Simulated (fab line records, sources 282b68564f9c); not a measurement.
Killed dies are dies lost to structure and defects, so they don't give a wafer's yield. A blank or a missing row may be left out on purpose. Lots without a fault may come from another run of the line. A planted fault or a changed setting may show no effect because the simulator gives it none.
A sampling plan put to the test | flow rit_cmos | one fab line, 15 faults that these records tell of, each judged on the records of the lots that it struck
The plan is the line's own looks: the steps of the route at which a gauge or an inspection reads the wafer and doesn't change it. A look can be judged if struck wafers have a number there and the file gives its usual mean and standard deviation on fault-free wafers. Caught: at a look after the fault's first step, the mean of the struck wafers lies 4 or more of those standard deviations (sigma) from the usual mean. On the tool: the same test on the tool's own readings at the fault's steps. Another recipe on the struck wafers, or a record that is blank for them alone, also counts as caught.

THE FAULTS, as the simulator had put them in
1. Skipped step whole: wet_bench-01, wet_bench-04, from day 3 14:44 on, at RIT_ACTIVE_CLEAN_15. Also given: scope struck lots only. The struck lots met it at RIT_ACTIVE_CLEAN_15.
2. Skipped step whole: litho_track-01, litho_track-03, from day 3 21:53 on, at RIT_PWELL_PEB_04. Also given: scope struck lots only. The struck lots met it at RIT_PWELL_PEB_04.
3. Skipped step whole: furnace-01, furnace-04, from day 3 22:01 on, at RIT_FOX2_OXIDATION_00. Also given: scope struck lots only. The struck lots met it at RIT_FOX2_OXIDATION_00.
4. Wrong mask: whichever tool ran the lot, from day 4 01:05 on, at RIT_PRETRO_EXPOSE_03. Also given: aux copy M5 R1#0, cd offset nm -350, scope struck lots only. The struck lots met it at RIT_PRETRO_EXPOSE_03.
5. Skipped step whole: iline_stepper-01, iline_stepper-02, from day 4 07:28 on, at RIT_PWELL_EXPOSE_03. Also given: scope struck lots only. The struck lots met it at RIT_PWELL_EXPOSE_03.
6. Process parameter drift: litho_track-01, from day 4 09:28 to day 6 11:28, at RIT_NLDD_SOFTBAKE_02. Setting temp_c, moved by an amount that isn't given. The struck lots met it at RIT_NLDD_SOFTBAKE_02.
7. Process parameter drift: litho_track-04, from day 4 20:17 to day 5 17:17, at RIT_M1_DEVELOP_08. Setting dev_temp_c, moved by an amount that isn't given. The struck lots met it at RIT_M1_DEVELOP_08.
8. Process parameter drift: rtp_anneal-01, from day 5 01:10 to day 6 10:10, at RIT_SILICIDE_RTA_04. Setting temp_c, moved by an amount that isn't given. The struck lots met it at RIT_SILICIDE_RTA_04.
9. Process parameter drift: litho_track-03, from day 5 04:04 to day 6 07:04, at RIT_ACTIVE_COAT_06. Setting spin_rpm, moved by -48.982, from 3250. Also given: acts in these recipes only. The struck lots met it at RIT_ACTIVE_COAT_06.
10. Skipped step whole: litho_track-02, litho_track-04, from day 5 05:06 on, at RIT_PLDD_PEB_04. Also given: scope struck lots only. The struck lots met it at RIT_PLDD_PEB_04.
11. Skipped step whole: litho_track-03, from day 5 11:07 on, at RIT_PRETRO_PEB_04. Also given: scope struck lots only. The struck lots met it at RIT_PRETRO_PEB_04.
12. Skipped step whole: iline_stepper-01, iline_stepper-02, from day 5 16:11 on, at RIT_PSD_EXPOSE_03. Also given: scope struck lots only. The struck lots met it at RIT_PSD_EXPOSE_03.
13. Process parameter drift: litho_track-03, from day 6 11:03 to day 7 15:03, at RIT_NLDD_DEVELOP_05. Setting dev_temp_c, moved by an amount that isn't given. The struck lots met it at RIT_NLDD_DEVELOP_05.
14. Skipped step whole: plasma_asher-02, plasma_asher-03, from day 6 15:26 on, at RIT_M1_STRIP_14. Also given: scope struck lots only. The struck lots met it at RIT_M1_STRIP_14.
15. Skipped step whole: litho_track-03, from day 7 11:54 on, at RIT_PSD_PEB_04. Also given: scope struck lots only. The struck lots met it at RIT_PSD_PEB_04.

WHAT THE PLAN SAW
fault | on the tool itself                               | first look that catches it                   | reading, sigma | median hours from its first step to that look | hours from the fault's start to the first struck lot there | judged looks passed uncaught
1     | the tool's record is blank for the struck wafers | not the one look that can be judged after it | -              | -                                             | -                                                          | 1
2     | no reading that can be judged                    | not the one look that can be judged after it | -              | -                                             | -                                                          | 1
3     | the tool's record is blank for the struck wafers | no look after it can be judged               | -              | -                                             | -                                                          | 0
4     | no reading that can be judged                    | not the one look that can be judged after it | -              | -                                             | -                                                          | 1
5     | no reading that can be judged                    | no look after it can be judged               | -              | -                                             | -                                                          | 0
6     | heater_power_total_W +7.9 sigma                  | no look after it can be judged               | -              | -                                             | -                                                          | 0
7     | developer_temp_C -8.1 sigma                      | no look after it can be judged               | -              | -                                             | -                                                          | 0
8     | wafer_temp_C_max +82 sigma                       | no look after it can be judged               | -              | -                                             | -                                                          | 0
9     | spin_speed_rpm -23 sigma                         | no look after it can be judged               | -              | -                                             | -                                                          | 0
10    | no reading that can be judged                    | no look after it can be judged               | -              | -                                             | -                                                          | 0
11    | no reading that can be judged                    | no look after it can be judged               | -              | -                                             | -                                                          | 0
12    | no reading that can be judged                    | no look after it can be judged               | -              | -                                             | -                                                          | 0
13    | developer_temp_C +21 sigma                       | not the one look that can be judged after it | -              | -                                             | -                                                          | 1
14    | the tool's record is blank for the struck wafers | no look after it can be judged               | -              | -                                             | -                                                          | 0
15    | no reading that can be judged                    | no look after it can be judged               | -              | -                                             | -                                                          | 0
A dash: the fault isn't caught, or these records don't give the number.

Caught at a look: 0 of 15. Caught on the tool: 8 of 15. By one or the other: 8 of 15.
Caught on the tool alone: faults 1, 3, 6, 7, 8, 9, 13, 14.
Caught by neither: faults 2, 4, 5, 10, 11, 12, 15.
